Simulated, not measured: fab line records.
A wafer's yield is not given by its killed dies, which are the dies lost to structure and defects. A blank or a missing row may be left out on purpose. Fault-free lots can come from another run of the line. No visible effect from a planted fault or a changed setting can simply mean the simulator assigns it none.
Which tool was responsible? ; flow rit_cmos ; Sampling: 7 lots, 21 wafers, 2 of 202 route steps

== WHAT THE GAUGES SHOWED, per wafer ==
RIT_WELLDRIVE_RS_MEAS_02: measures by four-point-probe.
lot;measured;on;PWELL_RS (ohm/sq)
L797;day 2 09:22;film_metro-04;427.5 430.8 429.3
L799;day 2 20:05;film_metro-01;430.6 430.1 429.5
L801;day 3 05:07;film_metro-01;427.5 429.7 429.9
L807;day 4 11:38;film_metro-01;422.9 422.1 421.1
L813;day 5 19:01;film_metro-01;428.8 428.8 429.1
L817;day 6 13:40;film_metro-01;429.1 428.2 428.3
L819;day 7 00:22;film_metro-01;426.6 428.1 429.2

== WHAT TOOL EACH LOT RAN ON (gives the tool, then ch and the chambers of the sampled wafers, and finally the start) ==
lot;RIT_PWELL_IMPLANT_08
L797;implanter-04 ch 0, day 2 03:47
L799;implanter-01 ch 0, day 2 14:31
L801;implanter-03 ch 0, day 2 23:32
L807;implanter-04 ch 0, day 4 05:28
L813;implanter-01 ch 0, day 5 13:12
L817;implanter-01 ch 0, day 6 08:05
L819;implanter-01 ch 0, day 6 18:47
- RIT_PWELL_IMPLANT_08

== THE ANSWER, worked out from the rows above alone ==
Rule: the lots themselves supply what counts as usual. Put in order of their means at a reading, lots are off if they are a third of the lots or fewer, leave a main group of 4 or more, and stand apart from it by a gap of 3 or more times the standard deviation of the main group's means; of several such gaps the widest counts. If all means in a main group match to the digits the tables above print for the reading, that group is not used. Also off: a lot with no number at a reading for which 4 or more lots have one. The other lots that the step has rows for count as sound.
Off: L807, seen at RIT_WELLDRIVE_RS_MEAS_02 (PWELL_RS). For the main group the mean is 428.9 ohm/sq and the standard deviation 0.64.
A tool fits if, at a process step before that reading, it ran every lot that is off, and no sound lot after the first of them. Gauges at RIT_WELLDRIVE_RS_MEAS_02: tried the same way as those tools. One candidate fits, namely implanter-04 at RIT_PWELL_IMPLANT_08. Its last sound lot is L797 (day 2 03:47), its first lot that is off L807 (day 4 05:28): a fault that began between those two fits.

== WHAT THE SIMULATOR PUT IN ==
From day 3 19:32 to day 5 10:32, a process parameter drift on implanter-04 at RIT_PWELL_IMPLANT_08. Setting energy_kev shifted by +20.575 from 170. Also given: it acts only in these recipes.
Shown lots that were struck: L807. The rule above reached the same finding.
